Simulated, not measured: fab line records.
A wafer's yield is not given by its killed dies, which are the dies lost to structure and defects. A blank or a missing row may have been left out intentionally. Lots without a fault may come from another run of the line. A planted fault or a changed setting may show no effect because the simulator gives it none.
Which tool was responsible?    flow berkeley cmos170    Sampling: 14 lots, 42 wafers, 4 of 331 route steps

== WHAT THE GAUGES SHOWED, per wafer ==
UCB170_V1_THK_MEAS_04. Usual: V1_POLISHED_THK gives 1000.0 nm (standard deviation 1.7).
lot   measured      on             V1_POLISHED_THK (nm)  flag
L306  day 8 12:57   film metro-04  1001.2 1001.9 998.8   
L307  day 8 14:17   film metro-01  999.8 1001.0 997.7    
L308  day 8 22:11   film metro-03  1001.2 998.4 1002.8   
L310  day 9 07:59   film metro-01  1000.9 999.5 1000.6   
L311  day 9 06:40   film metro-03  1001.0 1002.5 999.4   
L313  day 10 09:26  film metro-01  1001.3 1001.7 999.3   
L317  day 10 18:48  film metro-01  1001.5 1000.1 999.6   
L318  day 11 12:46  film metro-01  1000.6 1000.6 1000.5  
L320  day 11 14:07  film metro-04  998.5 1000.3 1000.9   
L319  day 11 15:28  film metro-01  999.8 1001.0 1001.5   
L321  day 12 01:27  film metro-04  996.0 1000.1 998.5    
L325  day 13 04:06  film metro-04  1003.1 1001.7 999.9   
L326  day 13 05:44  film metro-01  1000.4 996.7 997.2    
L329  day 14 00:38  film metro-03  1000.6 998.7 1001.3   

UCB170_M3_CD_MEAS_15: the cd target is 700 nm. Usual: cd nm 700.6 nm, standard deviation 1.6.
lot   measured      on         cd nm (nm)         flag
L306  day 8 23:01   cd sem-02  698.5 697.9 698.5  
L307  day 8 23:17   cd sem-01  700.8 701.1 701.1  
L308  day 9 07:49   cd sem-02  701.3 701.0 701.6  
L310  day 9 17:46   cd sem-01  699.8 699.1 698.9  
L311  day 9 15:26   cd sem-02  697.3 697.1 697.7  
L313  day 10 23:21  cd sem-02  700.3 699.8 699.7  
L317  day 11 07:14  cd sem-01  700.0 699.6 700.3  
L318  day 11 23:08  cd sem-02  701.9 701.4 701.4  
L320  day 12 02:50  cd sem-01  699.4 699.4 698.4  
L319  day 12 03:08  cd sem-02  703.1 702.3 701.7  
L321  day 12 14:19  cd sem-02  701.7 700.3 701.6  
L325  day 13 18:12  cd sem-02  702.6 700.5 700.2  
L326  day 13 17:56  cd sem-01  702.4 703.2 702.5  
L329  day 14 14:33  cd sem-02  702.8 701.8 702.6  

UCB170_M3_OVL_MEAS_16. Usual: M3_OVL gives -4 nm (standard deviation 5.6).
lot   measured      on          M3_OVL (nm)  flag
L306  day 8 23:08   overlay-02  -3 -8 -8     
L307  day 8 23:22   overlay-01  -10 -13 -4   
L308  day 9 07:56   overlay-02  1 1 0        
L310  day 9 17:53   overlay-02  -2 -3 -6     
L311  day 9 15:32   overlay-01  12 3 6       
L313  day 10 23:27  overlay-02  2 -8 -14     
L317  day 11 07:21  overlay-01  -3 9 -3      
L318  day 11 23:17  overlay-01  -7 -9 3      
L320  day 12 02:57  overlay-02  -6 -3 -7     
L319  day 12 03:12  overlay-01  -4 -6 -5     
L321  day 12 14:26  overlay-02  -6 -1 4      
L325  day 13 18:19  overlay-01  -1 -1 0      
L326  day 13 18:04  overlay-02  -3 -10 -7    
L329  day 14 14:40  overlay-02  1 -3 3       

== WHAT TOOL EACH LOT RAN ON (gives the tool, then ch and the chambers of the sampled wafers, and finally the start) ==
lot   UCB170_SILICIDE_WET_ETCH_05
L306  wet bench-01 ch 2, day 8 03:02
L307  wet bench-02 ch 3, day 8 05:11
L308  wet bench-01 ch 1, day 8 12:48
L310  wet bench-04 ch 0, day 8 20:43
L311  wet bench-01 ch 3, day 8 21:17
L313  wet bench-01 ch 1, day 9 23:40
L317  wet bench-01 ch 3, day 10 10:24
L318  wet bench-02 ch 0, day 11 04:15
L320  wet bench-02 ch 3, day 11 04:16
L319  wet bench-01 ch 2, day 11 04:23
L321  wet bench-01 ch 1, day 11 15:12
L325  wet bench-02 ch 1, day 12 19:31
L326  wet bench-02 ch 1, day 12 19:34
L329  wet bench-01 ch 0, day 13 14:31
- UCB170_SILICIDE_WET_ETCH_05: etches Ti in SPM, time 45 s.

== AS READ BY THE TOOLS THEMSELVES (means over the sampled wafers that have a number; for cases with no such wafer, the mark the record gives instead) ==
The record holds no such reading with a usual standard deviation.

== THE ANSWER, worked out from the rows above alone ==
Rule: take the mean of a lot's wafers that have a number; if it is more than 3 standard deviations from the usual mean, the lot is off. A lot without any number at a reading at which 4 lots or more have one is off too. The other lots that the step has rows for count as sound. Order of review: gauges by route order, followed by the tools' own readings, for which a lot's mean as printed above is used. The first step at which some lot is off is used, and at that step the reading that is off furthest; a lot without a number counts as furthest.
Nothing can be told from this: no lot is off at any reading shown.

== WHAT THE SIMULATOR PUT IN ==
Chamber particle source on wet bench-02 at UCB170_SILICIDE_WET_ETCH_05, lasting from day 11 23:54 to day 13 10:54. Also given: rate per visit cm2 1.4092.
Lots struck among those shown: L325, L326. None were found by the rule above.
